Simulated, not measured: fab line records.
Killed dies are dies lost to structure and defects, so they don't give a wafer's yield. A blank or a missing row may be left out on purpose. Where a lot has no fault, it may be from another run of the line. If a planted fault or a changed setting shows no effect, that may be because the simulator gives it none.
A lot that was struck, set against a sound lot    flow rit_cmos    14 steps out of a route of 202
Sound: these wafers, L107.2, L107.5, L107.6. The struck wafers were L103.1, L103.3, L103.6. The cause is named last.
At each step with rows: each side's tool, then ch and its chambers, then its first start. Under that, the readings that differ: sound wafers    struck wafers    difference of the means    sigmas: that difference in standard deviations of wafers without a fault.
alike: a reading whose means differ by less than 2 such deviations, as well as words and numbers matching on both sides. not compared: withheld readings; readings where some wafer has no value; bounds like >300 that might hide an equal value; numbers whose values overlap and for which the record gives no deviation.
Wherever a step has rows on one side only, a row that says differs or no value, or a row with sigmas, the two part there. Numbers that have no deviation but don't overlap get no sigmas and don't part them. Lack of a reading on every wafer of one side parts them only where that side has two or more wafers.

RIT_SDANNEAL_RTA_03: time 4.891 s.
  sound on rtp_anneal-02 ch 0, day 5 19:43; struck on rtp_anneal-01 ch 0, day 4 23:20
  alike: wafer_temp_C_max
RIT_SDANNEAL_RS_MEAS_04: measurement is done with a four-point probe.
  sound on film_metro-01 at day 5 19:46; struck on film_metro-03 at day 4 23:24
  alike: PSD_RS
RIT_SDANNEAL_RS_MEAS_05: measurement is done with a four-point probe.
  sound on film_metro-01 at day 5 19:53; struck on film_metro-03 at day 4 23:31
  alike: NSD_RS
RIT_SDANNEAL_RS_MEAS_06: measurement is done with a four-point probe.
  sound on film_metro-01 at day 5 20:01; struck on film_metro-03 at day 4 23:38
  alike: PLDD_RS
RIT_SDANNEAL_RS_MEAS_07: measurement is done with a four-point probe.
  sound on film_metro-01 at day 5 20:08; struck on film_metro-03 at day 4 23:46
reading           sound              struck             difference  sigmas
NLDD_RS (ohm/sq)  152.4 152.1 152.3  153.8 153.1 153.9  +1.3        +2
then, 1 step without rows for these wafers: RIT_SILICIDE_WET_ETCH_00 (etches SiO2 in BOE, target depth 14 nm, time 15 s).
RIT_SILICIDE_SPUTTER_01: material Ti, target thk 30 nm, time 240 s.
  sound on pvd_sputter-03 at day 5 20:15; struck on pvd_sputter-02 at day 4 23:53
  alike: substrate_temp_c, throttle_valve_pct
RIT_SILICIDE_RS_MEAS_02: measurement is done with a four-point probe.
  sound on film_metro-03 at day 5 20:25; struck on film_metro-04 at day 5 00:02
  alike: SILICIDE_TI_RS
RIT_SILICIDE_THK_MEAS_03: measures by xrf.
  sound on film_metro-03 at day 5 20:32; struck on film_metro-04 at day 5 00:10
  alike: SILICIDE_TI_THK
RIT_SILICIDE_RTA_04: time 10 s, ramp up 5 s, ramp down 5 s.
  sound on rtp_anneal-01 ch 0, day 5 20:35; struck on rtp_anneal-02 ch 0, day 5 00:13
  alike: wafer_temp_C_max
then, 1 step without rows for these wafers: RIT_SILICIDE_WET_ETCH_05 (etches Ti in SPM, time 120 s).
RIT_SILICIDE_RTA_06: time 10 s, ramp up 5 s, ramp down 10 s.
  sound on rtp_anneal-02 ch 0, day 5 20:42; struck on rtp_anneal-01 ch 0, day 5 00:20
  alike: wafer_temp_C_max
RIT_CONTACT_CVD_00: deposits SiO2 from TEOS, target thk 400 nm, time 61 s.
  sound on pecvd-03 ch 1,2, day 5 20:46; struck on pecvd-04 ch 0,2, day 5 00:24
  no value came back on the struck wafers for heater_power_w (W), rf_fwd_power_W (W); on the sound wafers heater_power_w (W) reads 235 249 288
RIT_M1_PROBE_99:
  sound wafers here have rows in the record (prober-02, day 6 03:13); struck ones have none

WHERE THEY PART
Last at RIT_M1_PROBE_99 as far as this record goes, first at RIT_SDANNEAL_RS_MEAS_07.

WHY: whatever the simulator had introduced
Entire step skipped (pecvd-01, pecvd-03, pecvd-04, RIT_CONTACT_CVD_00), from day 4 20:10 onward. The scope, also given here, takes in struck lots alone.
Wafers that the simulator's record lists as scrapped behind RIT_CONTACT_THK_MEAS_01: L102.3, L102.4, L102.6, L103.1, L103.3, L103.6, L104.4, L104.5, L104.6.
